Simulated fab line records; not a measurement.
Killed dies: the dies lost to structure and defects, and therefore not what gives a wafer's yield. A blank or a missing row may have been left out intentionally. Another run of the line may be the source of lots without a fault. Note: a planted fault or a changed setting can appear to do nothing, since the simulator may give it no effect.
Problem report in the 8D (eight disciplines) form, filled by code | flow ritCmos | the parts of the form that need people (team, actions taken, sign-off) are left out

1. THE PROBLEM
runLengthS at RIT_FOX2_WET_ETCH_03 reads a mean of 2555 s on 6 wafers of 2 lots; wafers without a fault read 2728 s with a standard deviation of 3.3. Measured from the usual mean, that is -52 standard deviations.
The step: etches Si3N4 in H3PO4, target depth 195 nm, time 2700 s.
Earliest sighting: wafer L530.2 on wetBench-04 at day 4 03:40. The record holds 42 wafers of 14 lots with a number at this step. By rule, "out" or "out of limits" means more than 4 standard deviations away from the usual mean. All remaining wafers that have a number are taken as sound.

2. WHAT IT IS AND WHAT IT IS NOT
question                    | is                     | is not
which readings at this step | runLengthS             | -
which lots                  | L530, L531             | L519, L520, L523, L524, L525, L529, L535, L538, L539, L540, L541, L542
which wafers of those lots  | all that have a number | -
read on which tools         | wetBench-04            | wetBench-01, wetBench-02
when                        | from day 4 03:40       | up to then (18 sound wafers); but 18 sound wafers of L535, L538, L539, L540, L541, L542 came after

3. SUSPECTS, AND WHAT RULES EACH OUT
Counting: a tool at a process step up to the reading stays a suspect if it ran every lot that is out and no sound lot after the first of them.
- wetBench-04 at RIT_FOX2_WET_ETCH_03 (etches Si3N4 in H3PO4, target depth 195 nm, time 2700 s): kept. Every lot that is out went through it, starting with L530 (day 4 03:40), and after that it ran no sound lot; the last sound lot it ran before then is L524 (day 2 20:57). Its own readings are out on those wafers: runLengthS.
Remaining after the count: wetBench-04 at RIT_FOX2_WET_ETCH_03.

4. THE CAUSE (what the simulator had put in)
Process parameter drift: wetBench-04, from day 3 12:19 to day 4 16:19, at RIT_FOX2_WET_ETCH_03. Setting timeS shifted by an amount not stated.
This tool alone remained once counting was done.

5. SEQUENCE OF EFFECTS, ordered by route
Each row: a reading where the mean over the struck wafers with a number is more than 3 standard deviations away from the usual. Only readings whose record carries a usual standard deviation are examined. hours: median over the lots of the time between each lot's start at the first step of this table that gives one and its start at this step. sigmas: the change, counted in usual standard deviations.
hours | step                 | reading    | usual  | on struck wafers | change | sigmas
0     | RIT_FOX2_WET_ETCH_03 | runLengthS | 2728 s | 2555             | -173   | -52
Its process steps:
- RIT_FOX2_WET_ETCH_03: etches Si3N4 in H3PO4, target depth 195 nm, time 2700 s.

6. WHAT WOULD HAVE CAUGHT IT SOONER
In this record no reading fell out of limits until day 4 03:40, 15 hours after the fault had begun at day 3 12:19.
